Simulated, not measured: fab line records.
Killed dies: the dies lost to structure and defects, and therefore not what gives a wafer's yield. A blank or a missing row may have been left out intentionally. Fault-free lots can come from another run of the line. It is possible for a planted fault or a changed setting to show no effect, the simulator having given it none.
A struck lot beside a sound one | flow rit cmos | 17 steps out of a route of 202
Sound: the wafers L486.2, L486.5, L486.6. Struck: wafers L498.2, L498.3, L498.5. The cause comes at the end.
For every step that has rows: the tool of each side, followed by ch and its chambers, followed by its first start. Under that, the readings that differ: sound wafers | struck wafers | difference of the means | sigmas: that difference in standard deviations of wafers without a fault.
alike: readings whose means differ by less than 2 such deviations, and words and numbers that are the same on both sides. not compared: withheld readings, readings that some wafer has no value for, bounds like >300 that may hide the same value, and numbers for which the record gives no deviation and whose values overlap.
The two part at a step that has a row with sigmas, a row that says differs or no value, or rows on one side only. Numbers that don't overlap but have no deviation are shown without sigmas and don't part them. A reading that every wafer of one side lacks parts them only if that side has two wafers or more.

RIT_PWELL_TW_MEAS_10:
  sound: film metro-02 at day 3 10:46; struck: film metro-01 at day 5 22:50
  alike: PWELL_TW
then, 1 step without rows for these wafers: RIT_WELLDRIVE_ANNEAL_00 (time 14700 s).
RIT_WELLDRIVE_RS_MEAS_01: measures by four-point-probe.
  sound: film metro-01 at day 3 15:55; struck: film metro-02 at day 6 03:59
  alike: NWELL_RS
RIT_WELLDRIVE_RS_MEAS_02: measures by four-point-probe.
  sound: film metro-01 at day 3 16:02; struck: film metro-02 at day 6 04:07
  alike: PWELL_RS
then, 6 steps without rows for these wafers: RIT_NRETRO_HMDS_00 (prime time 60 s); RIT_NRETRO_COAT_01 (resist thk 1300 nm); RIT_NRETRO_SOFTBAKE_02 (time 60 s); RIT_NRETRO_EXPOSE_03 (exposes mask M4, target cd 43900 nm); RIT_NRETRO_PEB_04; RIT_NRETRO_DEVELOP_05 (develop time 68 s).
RIT_NRETRO_OVL_MEAS_06:
  sound: overlay-02 at day 3 17:22; struck: overlay-01 at day 6 05:06
  alike: NRETRO_OVL
then, 1 step without rows for these wafers: RIT_NRETRO_HARDBAKE_07 (time 120 s).
RIT_NRETRO_IMPLANT_08:
  sound on implanter-02 ch 0, day 3 17:40; struck on implanter-02 ch 0, day 6 05:25
  reading                   | sound                | struck               | difference | sigmas
  beam energy keV           | 69.997 70.004 69.979 | 45.530 45.549 45.549 | -24.451    | -99 or more
  model.implant.rp nm (nm)  | 84.02 84.02 84.02    | 55.78 55.78 55.78    | -28.24     |
  model.implant.drp nm (nm) | 33.94 33.94 33.94    | 23.6 23.6 23.6       | -10.3      |
RIT_NRETRO_STRIP_09: strips in O2, time 180 s.
  sound on plasma asher-02 ch 0,1, day 3 17:48; struck on plasma asher-01 ch 0,1, day 6 05:32
  alike: drypump motor current A
  not compared: rf hours counter h
RIT_NRETRO_TW_MEAS_10:
  sound: film metro-01 at day 3 17:59; struck: film metro-03 at day 6 05:43
  reading   | sound          | struck      | difference | sigmas
  NRETRO_TW | 1037 1042 1040 | 929 935 926 | -110       | -17
then, 1 step without rows for these wafers: RIT_PRETRO_HMDS_00 (prime time 60 s).
RIT_M1_PROBE_99:
  sound: prober-02 at day 4 21:33; struck: prober-02 at day 7 15:38
  reading                                 | sound                   | struck                  | difference | sigmas
  model.etest.well edge left.line ohm um  | 180.6 184.1 180.7       | 189.8 191.2 189.9       | +8.5       |
  model.etest.well edge right.line ohm um | 181.1 183.5 185.3       | 189 190.2 188           | +6         |
  model.etest.diode pplus nwell.bv v (V)  | 6.437 6.582 6.546       | 6.81 6.847 6.814        | +0.30      |
  model.etest.diode pplus nwell.cj ff um2 | 1.76 1.728 1.736        | 1.633 1.639 1.629       | -0.108     |
  model.etest.diode pplus comb.cj ff um2  | 2.041 2.038 2.033       | 1.955 1.949 1.959       | -0.083     |
  model.etest.pmos narrow.vt less v (V)   | 0.01805 0.01982 0.02172 | 0.03783 0.03709 0.03659 | +0.01731   |
  alike: killed at contacts, killed at front end, killed dies, killed open, killed short
  not compared: model.etest.pmos narrow.drive ua um, model.etest.pmos narrow.vt v

WHERE THEY PART
First at RIT_NRETRO_IMPLANT_08; last, within this record, at RIT_NRETRO_TW_MEAS_10. Later steps at which nothing parts them and some readings are alike: RIT_M1_PROBE_99.

WHY: whatever the simulator had introduced
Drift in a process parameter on implanter-02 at RIT_NRETRO_IMPLANT_08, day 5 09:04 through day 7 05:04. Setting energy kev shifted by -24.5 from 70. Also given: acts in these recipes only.
